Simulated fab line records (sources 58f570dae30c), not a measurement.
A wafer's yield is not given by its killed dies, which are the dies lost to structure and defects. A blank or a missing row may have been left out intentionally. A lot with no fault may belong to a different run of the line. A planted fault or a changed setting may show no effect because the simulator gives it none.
Struck lot and sound lot, side by side    flow berkeleyCmos170    15 out of 331 route steps
Sound: these wafers, L364.1, L364.4, L364.6. The struck wafers were L360.1, L360.2, L360.4. The cause is named last.
Per side, at each step with rows, come the tool, then ch with its chambers, and then its first start. Under that, the readings that differ: sound wafers    struck wafers    difference of the means    sigmas: that difference in standard deviations of wafers without a fault.
alike: a reading whose means differ by less than 2 such deviations, as well as words and numbers matching on both sides. not compared: withheld readings; readings where some wafer has no value; bounds like >300 that might hide an equal value; numbers whose values overlap and for which the record gives no deviation.
A row with sigmas, a row that says differs or no value, or rows on one side alone: a step with any of these is where the two part. Numbers that don't overlap but have no deviation are shown without sigmas and don't part them. A reading missing from all wafers of one side parts the sides only when that side holds two or more wafers.

first, 4 steps without rows for these wafers: UCB170_PWELL_SOFTBAKE_09 (time 60 s); UCB170_PWELL_EXPOSE_10 (exposes mask PWELL, target cd 3000 nm); UCB170_PWELL_PEB_11; UCB170_PWELL_DEVELOP_12 (develop time 45 s).
UCB170_PWELL_OVL_MEAS_13:
  sound: overlay-02 at day 7 11:23; struck: overlay-02 at day 6 12:18
  alike: PWELL_OVL
UCB170_PWELL_ETCH_14: etches Si3N4 in CH3F/Ar/O2, stops on SiO2, target depth 242 nm, time 151 s.
  sound on rieDiel-03 ch 1,2, day 7 11:26; struck on rieDiel-01 ch 0,2,3, day 6 12:20
  alike: drypumpMotorCurrentA, mfcArSccm, oesProductAu, throttleValvePct
  not compared: rfHoursCounterH
then, 1 step without rows for these wafers: UCB170_PWELL_IMPLANT_15.
UCB170_PWELL_STRIP_16: strips in O2.
  sound on plasmaAsher-01 ch 0, day 7 11:41; struck on plasmaAsher-03 ch 0,1, day 6 12:35
  alike: drypumpMotorCurrentA, oesProductAu, stripTimeToEndpointS
  not compared: rfHoursCounterH
UCB170_PWELL_TW_MEAS_17:
  sound: filmMetro-01 at day 7 11:47; struck: filmMetro-03 at day 6 12:41
  alike: PWELL_TW
then, 3 steps without rows for these wafers: UCB170_PWELL_CLEAN_18 (cleans in SPM, time 600 s); UCB170_PWELL_WET_ETCH_19 (etches Si3N4 in H3PO4, time 14400 s); UCB170_PWELL_WET_ETCH_20 (etches SiO2 in BOE, time 22 s).
UCB170_WELLDRIVE_CLEAN_00: cleans in SPM, time 600 s.
  sound on wetBench-01 ch 3, day 7 16:37; struck on wetBench-04 ch 0, day 6 19:05
  no value came back on the struck wafers for bathGuardTempC (C), bathHeatDutyPct (%); on the sound wafers bathGuardTempC (C) reads 120.2 120.1 120.4
then, 1 step without rows for these wafers: UCB170_WELLDRIVE_OXIDATION_01 (target thk 199 nm, ox time 9000 s).
-- the record jumps here: 5 days lie between the struck wafers' starts before and after (it left off in module WELLDRIVE and takes up again in module M3, whose first step shown is number 331 of the route) --
UCB170_M3_PROBE_99:
  only the struck wafers here have rows in the record (prober-01, day 11 21:41); the sound ones have none

WHERE THEY PART
At UCB170_WELLDRIVE_CLEAN_00 first; at UCB170_M3_PROBE_99 last (within this record only).

WHY: what had been put in by the simulator
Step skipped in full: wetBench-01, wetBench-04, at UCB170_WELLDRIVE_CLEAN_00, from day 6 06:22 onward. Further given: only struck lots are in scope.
